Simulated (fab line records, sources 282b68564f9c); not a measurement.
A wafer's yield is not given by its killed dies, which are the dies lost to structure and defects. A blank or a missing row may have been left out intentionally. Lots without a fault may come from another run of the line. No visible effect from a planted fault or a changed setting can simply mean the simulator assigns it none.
fab line records | flow rit_cmos
[record] lots = 13 wafers = 39 last_day = 8
route steps=202 shown PLDD@123 M1@202
lots that met no fault: from a run of the same line without faults
start_h: start of the lot's first displayed wafer, in hours after the record's first day | wait_h: time in hours since the lot's previous step | " repeats the value in the row above | L1.1+2: several wafers, shown together as one row | - value missing, or start not given | * or withheld: withheld | < > ~ a bound
route shown NAME@n: names a module that has steps shown in the file, with the first one's number in the route | usual: average and standard deviation across the fault-free wafers | same: alike in all rows | chamber/n: place in a boat | sites: each site's reading | _std_site: their standard deviation | _edge_site: inner sites' mean taken away from outer sites' mean | radius_mm: how far each site lies from the wafer's centre | mask NAME#n: copy n | behind: the last tool/chamber to shape the wafer | hold: why the lot was held/for how many hours/how that ended | device: whichever transistor did not switch (one of n, p or np) | end of line: the same wafers' tests at the end of the route | a step without rows: its recipe alone | killed: dies that structure and defects cost at the first sort, which is not the same as the wafer's yield | map: dies across one wafer; x = killed, . = not, _ = none there
set.NAME: setting as actually run; set.NAME@STEP: the setting as run at that earlier step | model.NAME: the simulator's own value behind a step, which no gauge read
a sample of lots followed through the steps of the route, with each step as a table and each wafer as a row
services: from which hour (start_h, from the record's first day; less than 0 if before it) a tool's chamber was out of use, for how many hours, and why
[[steps]]
[step RIT_PLDD_STRIP_09]
[recipe] chemistry = O2 time_s = 180 resist = NOVOLAK platen_temp_c = withheld power_w = 500 pressure_mtorr = 4000 o2_flow_sccm = 4000
[usual] drypump_motor_current_A = 6.0/0.58 rf_refl_power_W = 6.2/1.4
// columns lot.wafer tool chamber start_h wait_h drypump_motor_current_A rf_hours_counter_h rf_refl_power_W
L592.3 plasma_asher-01 1 46.09 0.1 6.6 - 8.9
L592.4 " 0 " " 5.5 - 6.2
L592.5 " 0 " " 5.5 - 6.3
L593.4 plasma_asher-02 0 50.24 0.1 5.9 - 4.6
L593.5 " 0 " " 5.9 - 4.7
L593.6 " 1 " " 4.8 - 4.9
L595.2 plasma_asher-01 0 62.82 0.1 5.5 44 6.7
L595.4 " 0 " " 5.5 - 6.9
L595.6 " 0 " " 5.5 - 6.8
L596.2 plasma_asher-02 0 69.26 0.1 5.9 39 4.8
L596.3 " 0 " " 5.9 - 4.7
L596.4 " 1 " " 4.8 - 4.9
L597.1 plasma_asher-01 0 71.05 0.1 5.5 45 6.9
L597.4 " 0 " " 5.5 - 6.4
L597.5 " 1 " " 6.5 - 8.8
L598.1 plasma_asher-03 1 78.43 0.1 6.6 45 5.7
L598.2 " 0 " " 6.2 45 5.6
L598.4 " 1 " " 6.5 - 5.5
L602.2 plasma_asher-01 0 97.76 0.1 5.5 48 6.6
L602.5 " 1 " " 6.5 - 8.9
L602.6 " 0 " " 5.6 - 6.8
L603.1 plasma_asher-01 0 100.44 0.1 5.5 48 6.4
L603.2 " 1 " " 6.5 48 8.7
L603.6 " 1 " " 6.5 - 8.9
L609.1 plasma_asher-03 0 129.67 0.1 6.3 50 5.5
L609.5 " 0 " " 6.2 - 5.5
L609.6 " 1 " " 6.5 - 5.6
L610.1 plasma_asher-02 1 140.81 0.1 4.8 2 4.7
L610.2 " 0 " " 5.9 2 4.6
L610.4 " 0 " " 5.9 - 4.9
L613.1 plasma_asher-03 1 154.09 0.1 6.6 52 5.6
L613.3 " 0 " " 6.2 - 5.0
L613.4 " 1 " " 6.5 - 5.5
L614.1 plasma_asher-03 0 160.01 0.1 6.2 52 5.4
L614.3 " 0 " " 6.2 - 5.2
L614.5 " 1 " " 6.6 - 5.6
L615.1 plasma_asher-03 0 168.29 0.1 6.2 53 5.3
L615.3 " 1 " " 6.6 - 5.5
L615.4 " 0 " " 6.3 - 5.4
[step RIT_M1_PROBE_99]
[usual] killed_at_contacts = 0.1/0.3 killed_at_front_end = 7/3.4 killed_dies = 7/3.4 killed_on_rim = 1.9/1.4 killed_open = 3.6/2.1 killed_short = 3.5/2.1
[same] gross_dies = 264 killed_at_M0_to_M3 = 0 killed_at_M4_up = 0 killed_at_back_side = 0 killed_at_other = 0
// columns lot.wafer tool chamber start_h wait_h killed_at_contacts killed_at_front_end killed_dies killed_on_rim killed_open killed_short
L603.1 prober-02 - 118.73 0.1 0 7 7 1 4 3
L603.2 prober-02 - 118.78 0.1 0 31 31 9 5 4
L603.6 prober-02 - 118.98 0.2 0 29 29 8 6 4
L613.1 prober-01 - 167.98 0.1 0 7 7 3 5 2
L613.3 prober-01 - 168.08 0.2 0 7 7 1 5 2
L613.4 prober-01 - 168.13 0.2 0 9 9 3 4 5
// killed by level:class
L603.1 GATE:geometric_particle:open=3 GATE:geometric_particle:short=1 REOX:geometric_particle:open=1 SPACER:geometric_particle:short=1 SILICIDE:geometric_particle:short=1
L603.2 PLDD:unspecified=22 GATE:geometric_particle:open=3 GATE:geometric_particle:short=2 FOX1:geometric_particle:short=1 REOX:geometric_particle:open=1 SPACER:geometric_particle:open=1 SILICIDE:geometric_particle:short=1
L603.6 PLDD:unspecified=19 GATE:geometric_particle:short=4 GATE:geometric_particle:open=2 SPACER:geometric_particle:open=2 FOX1:geometric_particle:open=1 REOX:geometric_particle:open=1
L613.1 GATE:geometric_particle:open=4 GATE:geometric_particle:short=2 SILICIDE:geometric_particle:open=1
L613.3 GATE:geometric_particle:open=4 SPACER:geometric_particle:short=2 ACTIVE:geometric_particle:open=1
L613.4 GATE:geometric_particle:open=3 GATE:geometric_particle:short=2 FOX1:geometric_particle:short=1 FOX2:geometric_particle:short=1 REOX:geometric_particle:open=1 SILICIDE:geometric_particle:short=1
[[services]]
// columns tool chamber start_h hours kind
plasma_asher-03 - 70.37 1.0 repair
plasma_asher-02 - 77.49 2.8 pm
plasma_asher-03 - 93.07 7.8 repair
plasma_asher-02 - 108.75 9.0 pm
plasma_asher-02 0 108.75 9.0 vent_cycle
plasma_asher-02 1 108.75 9.0 vent_cycle
plasma_asher-02 0 117.75 - clean
plasma_asher-02 1 117.75 - clean
plasma_asher-01 - 141.93 2.8 pm
plasma_asher-02 - 143.74 0.5 repair
[[key]]
[first_sign] step = RIT_M1_PROBE_99 reading = killed_at_front_end direction = up sigmas = 6.8 usual = 7 struck = 30
[effect] step = RIT_M1_PROBE_99 reading = killed_dies direction = up sigmas = 6.7 usual = 7 struck = 30
met_at RIT_PLDD_STRIP_09
struck_lots L603
struck_wafers L603.2,L603.6
tester_left_out L603
onset_between 97.76 100.44
[fault] kind = chamber_particle_source tool = plasma_asher-01 chamber = 1 onset_h = 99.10 steps = RIT_PLDD_STRIP_09 rate_per_visit_cm2 = 0.63015 end_h = 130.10
// tester_left_out: of these lots the tester's yield and bins aren't shown, on N5 and GAA mostly nor the transistor test; their killed dies are dies lost to structure and defects alone, not to doping, threshold or leakage, so they don't give the yield
